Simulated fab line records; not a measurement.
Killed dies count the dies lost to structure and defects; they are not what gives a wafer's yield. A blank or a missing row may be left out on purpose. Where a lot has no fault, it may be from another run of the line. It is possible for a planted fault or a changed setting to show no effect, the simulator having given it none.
The tool behind it: which one? / flow berkeley-cmos170 / 42 wafers from 14 lots sampled at 5 of the route's 331 steps

WHAT THE GAUGES READ, wafer by wafer
UCB170_NWELL_THK_MEAS_02. Usual: NWELL_OXIDE_THK 26.4 nm, standard deviation 0.65.
lot=L444; measured=day 2 09:18; on=film-metro-03; NWELL_OXIDE_THK (nm)=26.1 25.9 25.6; flag=
lot=L446; measured=day 2 09:18; on=film-metro-02; NWELL_OXIDE_THK (nm)=25.7 26.2 25.9; flag=
lot=L447; measured=day 2 19:04; on=film-metro-03; NWELL_OXIDE_THK (nm)=26.6 27.5 27.3; flag=
lot=L448; measured=day 2 19:03; on=film-metro-01; NWELL_OXIDE_THK (nm)=26.6 26.4 26.6; flag=
lot=L449; measured=day 3 01:41; on=film-metro-03; NWELL_OXIDE_THK (nm)=25.5 25.4 25.9; flag=
lot=L450; measured=day 3 01:40; on=film-metro-01; NWELL_OXIDE_THK (nm)=25.6 25.8 25.6; flag=
lot=L453; measured=day 3 18:38; on=film-metro-02; NWELL_OXIDE_THK (nm)=25.9 26.8 26.5; flag=
lot=L457; measured=day 4 12:51; on=film-metro-02; NWELL_OXIDE_THK (nm)=26.6 27.0 26.2; flag=
lot=L463; measured=day 6 00:14; on=film-metro-03; NWELL_OXIDE_THK (nm)=26.3 26.3 26.1; flag=
lot=L464; measured=day 6 00:14; on=film-metro-01; NWELL_OXIDE_THK (nm)=28.0 27.7 27.6; flag=
lot=L466; measured=day 6 16:14; on=film-metro-03; NWELL_OXIDE_THK (nm)=27.4 27.5 27.1; flag=
lot=L467; measured=day 6 21:50; on=film-metro-03; NWELL_OXIDE_THK (nm)=27.1 26.7 26.7; flag=

UCB170_NWELL_TW_MEAS_16. Usual: NWELL_TW 1266, standard deviation 5.3.
lot=L444; measured=day 2 17:11; on=film-metro-03; NWELL_TW=1258 1262 1261; flag=
lot=L446; measured=day 2 16:20; on=film-metro-03; NWELL_TW=1253 1263 1265; flag=
lot=L447; measured=day 3 03:13; on=film-metro-03; NWELL_TW=1274 1282 1279; flag=
lot=L448; measured=day 3 03:24; on=film-metro-02; NWELL_TW=1265 1265 1263; flag=
lot=L449; measured=day 3 07:56; on=film-metro-01; NWELL_TW=1272 1269 1266; flag=
lot=L450; measured=day 3 08:10; on=film-metro-02; NWELL_TW=1264 1262 1262; flag=
lot=L453; measured=day 4 02:58; on=film-metro-03; NWELL_TW=1273 1268 1268; flag=
lot=L457; measured=day 4 19:59; on=film-metro-01; NWELL_TW=1268 1262 1270; flag=
lot=L463; measured=day 6 11:57; on=film-metro-02; NWELL_TW=1263 1267 1258; flag=
lot=L464; measured=day 6 12:13; on=film-metro-03; NWELL_TW=1256 1258 1257; flag=
lot=L466; measured=day 7 00:04; on=film-metro-03; NWELL_TW=1260 1272 1269; flag=
lot=L467; measured=day 7 10:59; on=film-metro-01; NWELL_TW=1265 1271 1261; flag=

UCB170_ACTIVE_THK_MEAS_06. Usual: ACTIVE_NITRIDE_THK 219.8 nm, standard deviation 2.3.
lot=L444; measured=day 4 10:49; on=film-metro-01; ACTIVE_NITRIDE_THK (nm)=223.6 224.9 222.7; flag=
lot=L446; measured=day 4 10:50; on=film-metro-04; ACTIVE_NITRIDE_THK (nm)=221.2 221.4 223.5; flag=
lot=L447; measured=day 5 04:19; on=film-metro-01; ACTIVE_NITRIDE_THK (nm)=222.8 221.2 221.7; flag=
lot=L448; measured=day 4 23:44; on=film-metro-04; ACTIVE_NITRIDE_THK (nm)=217.6 218.4 217.9; flag=
lot=L449; measured=day 4 23:46; on=film-metro-01; ACTIVE_NITRIDE_THK (nm)=218.4 216.9 218.8; flag=
lot=L450; measured=day 5 04:19; on=film-metro-04; ACTIVE_NITRIDE_THK (nm)=221.3 221.8 222.0; flag=
lot=L453; measured=day 6 03:02; on=film-metro-04; ACTIVE_NITRIDE_THK (nm)=221.3 218.4 218.6; flag=
lot=L457; measured=day 6 19:46; on=film-metro-01; ACTIVE_NITRIDE_THK (nm)=218.8 218.8 218.8; flag=
lot=L463; measured=day 9 03:07; on=film-metro-01; ACTIVE_NITRIDE_THK (nm)=215.8 217.4 217.9; flag=
lot=L464; measured=day 8 17:07; on=film-metro-01; ACTIVE_NITRIDE_THK (nm)=216.1 215.8 214.7; flag=
lot=L466; measured=day 9 03:04; on=film-metro-01; ACTIVE_NITRIDE_THK (nm)=219.9 217.7 220.0; flag=
lot=L467; measured=day 9 11:52; on=film-metro-01; ACTIVE_NITRIDE_THK (nm)=218.8 218.1 220.0; flag=

WHICH TOOL RAN EACH LOT (tool, then ch and the chambers of the sampled wafers, then the start)
lot=L444; UCB170_ZERO_EXPOSE_03=krf-scanner-02 ch 0, day 2 02:29; UCB170_ZERO_ETCH_06=rie-diel-03 ch 0,3, day 2 02:52
lot=L446; UCB170_ZERO_EXPOSE_03=krf-scanner-02 ch 0, day 2 02:44; UCB170_ZERO_ETCH_06=rie-diel-02 ch 2,3, day 2 03:06
lot=L447; UCB170_ZERO_EXPOSE_03=krf-scanner-01 ch 0, day 2 15:22; UCB170_ZERO_ETCH_06=rie-diel-03 ch 2,3, day 2 15:44
lot=L448; UCB170_ZERO_EXPOSE_03=krf-scanner-02 ch 0, day 2 15:35; UCB170_ZERO_ETCH_06=rie-diel-02 ch 2,3, day 2 16:14
lot=L449; UCB170_ZERO_EXPOSE_03=krf-scanner-01 ch 0, day 2 21:00; UCB170_ZERO_ETCH_06=rie-diel-04 ch 1,2,3, day 2 21:23
lot=L450; UCB170_ZERO_EXPOSE_03=krf-scanner-01 ch 0, day 2 23:31; UCB170_ZERO_ETCH_06=rie-diel-03 ch 1,2,3, day 2 23:55
lot=L453; UCB170_ZERO_EXPOSE_03=krf-scanner-01 ch 0, day 3 14:58; UCB170_ZERO_ETCH_06=rie-diel-04 ch 0,2,3, day 3 15:19
lot=L455; UCB170_ZERO_EXPOSE_03=krf-scanner-01, day 4 01:41; UCB170_ZERO_ETCH_06=rie-diel-03 ch 0,1,2, day 4 02:32
lot=L456; UCB170_ZERO_EXPOSE_03=krf-scanner-01, day 4 06:27; UCB170_ZERO_ETCH_06=rie-diel-03 ch 0,1,2, day 4 06:50
lot=L457; UCB170_ZERO_EXPOSE_03=krf-scanner-02 ch 0, day 4 08:14; UCB170_ZERO_ETCH_06=rie-diel-03 ch 1,2,3, day 4 08:49
lot=L463; UCB170_ZERO_EXPOSE_03=krf-scanner-01 ch 0, day 5 16:08; UCB170_ZERO_ETCH_06=rie-diel-03 ch 0,2, day 5 16:54
lot=L464; UCB170_ZERO_EXPOSE_03=krf-scanner-01 ch 0, day 5 20:44; UCB170_ZERO_ETCH_06=rie-diel-04 ch 0,2, day 5 21:08
lot=L466; UCB170_ZERO_EXPOSE_03=krf-scanner-01 ch 0, day 6 09:58; UCB170_ZERO_ETCH_06=rie-diel-02 ch 0,1,2, day 6 10:46
lot=L467; UCB170_ZERO_EXPOSE_03=krf-scanner-02 ch 0, day 6 16:15; UCB170_ZERO_ETCH_06=rie-diel-04 ch 0,3, day 6 16:44
- UCB170_ZERO_EXPOSE_03: exposes mask PM MARKS, target cd 4000 nm.
- UCB170_ZERO_ETCH_06: etches SiO2 in CHF3/CF4/Ar, time 12 s.

AS READ BY THE TOOLS THEMSELVES (means over the sampled wafers that have a number; for cases with no such wafer, the mark the record gives instead)
UCB170_ZERO_EXPOSE_03. Usual: exposure-dose-mJ-cm2 30.006, standard deviation 0.03; focus-offset-nm 0.0 nm, standard deviation 0.49.
lot=L444; tool=krf-scanner-02; exposure-dose-mJ-cm2=29.990; focus-offset-nm (nm)=-0.3; flag=
lot=L446; tool=krf-scanner-02; exposure-dose-mJ-cm2=29.979; focus-offset-nm (nm)=0.1; flag=
lot=L447; tool=krf-scanner-01; exposure-dose-mJ-cm2=30.005; focus-offset-nm (nm)=0.2; flag=
lot=L448; tool=krf-scanner-02; exposure-dose-mJ-cm2=30.010; focus-offset-nm (nm)=-0.1; flag=
lot=L449; tool=krf-scanner-01; exposure-dose-mJ-cm2=30.003; focus-offset-nm (nm)=-0.0; flag=
lot=L450; tool=krf-scanner-01; exposure-dose-mJ-cm2=29.961; focus-offset-nm (nm)=0.2; flag=
lot=L453; tool=krf-scanner-01; exposure-dose-mJ-cm2=29.991; focus-offset-nm (nm)=0.3; flag=
lot=L455; tool=krf-scanner-01; exposure-dose-mJ-cm2=-; focus-offset-nm (nm)=-; flag=OFF
lot=L456; tool=krf-scanner-01; exposure-dose-mJ-cm2=-; focus-offset-nm (nm)=-; flag=OFF
lot=L457; tool=krf-scanner-02; exposure-dose-mJ-cm2=29.990; focus-offset-nm (nm)=-0.3; flag=
lot=L463; tool=krf-scanner-01; exposure-dose-mJ-cm2=30.015; focus-offset-nm (nm)=-0.2; flag=
lot=L464; tool=krf-scanner-01; exposure-dose-mJ-cm2=30.037; focus-offset-nm (nm)=-0.1; flag=
lot=L466; tool=krf-scanner-01; exposure-dose-mJ-cm2=29.995; focus-offset-nm (nm)=0.1; flag=
lot=L467; tool=krf-scanner-02; exposure-dose-mJ-cm2=30.034; focus-offset-nm (nm)=-0.1; flag=

UCB170_ZERO_ETCH_06. Usual: drypump-motor-current-A 5.8 A, standard deviation 0.38; oes-product-au 0.623 a.u., standard deviation 0.0092; throttle-valve-pct 9.24 %, standard deviation 0.16.
lot=L444; tool=rie-diel-03; drypump-motor-current-A (A)=5.5; oes-product-au (a.u.)=0.632; throttle-valve-pct (%)=9.27; flag=
lot=L446; tool=rie-diel-02; drypump-motor-current-A (A)=5.5; oes-product-au (a.u.)=0.632; throttle-valve-pct (%)=9.11; flag=
lot=L447; tool=rie-diel-03; drypump-motor-current-A (A)=5.4; oes-product-au (a.u.)=0.629; throttle-valve-pct (%)=9.14; flag=
lot=L448; tool=rie-diel-02; drypump-motor-current-A (A)=5.5; oes-product-au (a.u.)=0.627; throttle-valve-pct (%)=9.10; flag=
lot=L449; tool=rie-diel-04; drypump-motor-current-A (A)=6.1; oes-product-au (a.u.)=0.625; throttle-valve-pct (%)=9.31; flag=
lot=L450; tool=rie-diel-03; drypump-motor-current-A (A)=5.7; oes-product-au (a.u.)=0.623; throttle-valve-pct (%)=9.24; flag=
lot=L453; tool=rie-diel-04; drypump-motor-current-A (A)=5.9; oes-product-au (a.u.)=0.623; throttle-valve-pct (%)=9.29; flag=
lot=L455; tool=rie-diel-03; drypump-motor-current-A (A)=5.9; oes-product-au (a.u.)=0.379; throttle-valve-pct (%)=9.33; flag=OFF
lot=L456; tool=rie-diel-03; drypump-motor-current-A (A)=5.9; oes-product-au (a.u.)=0.378; throttle-valve-pct (%)=9.33; flag=OFF
lot=L457; tool=rie-diel-03; drypump-motor-current-A (A)=5.7; oes-product-au (a.u.)=0.627; throttle-valve-pct (%)=9.24; flag=
lot=L463; tool=rie-diel-03; drypump-motor-current-A (A)=5.7; oes-product-au (a.u.)=0.611; throttle-valve-pct (%)=9.36; flag=
lot=L464; tool=rie-diel-04; drypump-motor-current-A (A)=5.9; oes-product-au (a.u.)=0.619; throttle-valve-pct (%)=9.18; flag=
lot=L466; tool=rie-diel-02; drypump-motor-current-A (A)=5.7; oes-product-au (a.u.)=0.625; throttle-valve-pct (%)=9.12; flag=
lot=L467; tool=rie-diel-04; drypump-motor-current-A (A)=5.7; oes-product-au (a.u.)=0.615; throttle-valve-pct (%)=9.35; flag=

THE ANSWER, worked out from the rows above alone
Rule: lot off if the mean of its wafers having a number is beyond 3 standard deviations from the usual mean. A lot without any number at a reading at which 4 lots or more have one is off too. Any other lot the step has rows for is counted as sound. After the gauges, taken in route order, come the tools' own readings; for these a lot's mean is taken, as printed above. At the first step where some lot is off, the reading lying furthest off is the one used; lots without a number count as furthest.
Off: L455, L456, at UCB170_ZERO_EXPOSE_03 (exposure-dose-mJ-cm2). Without a number there: L455, L456.
If a tool, at that step or one of the process steps before it, ran each lot that is off and ran no sound lot following the first of them, it fits. None of those tried fits.

WHAT THE SIMULATOR PUT IN
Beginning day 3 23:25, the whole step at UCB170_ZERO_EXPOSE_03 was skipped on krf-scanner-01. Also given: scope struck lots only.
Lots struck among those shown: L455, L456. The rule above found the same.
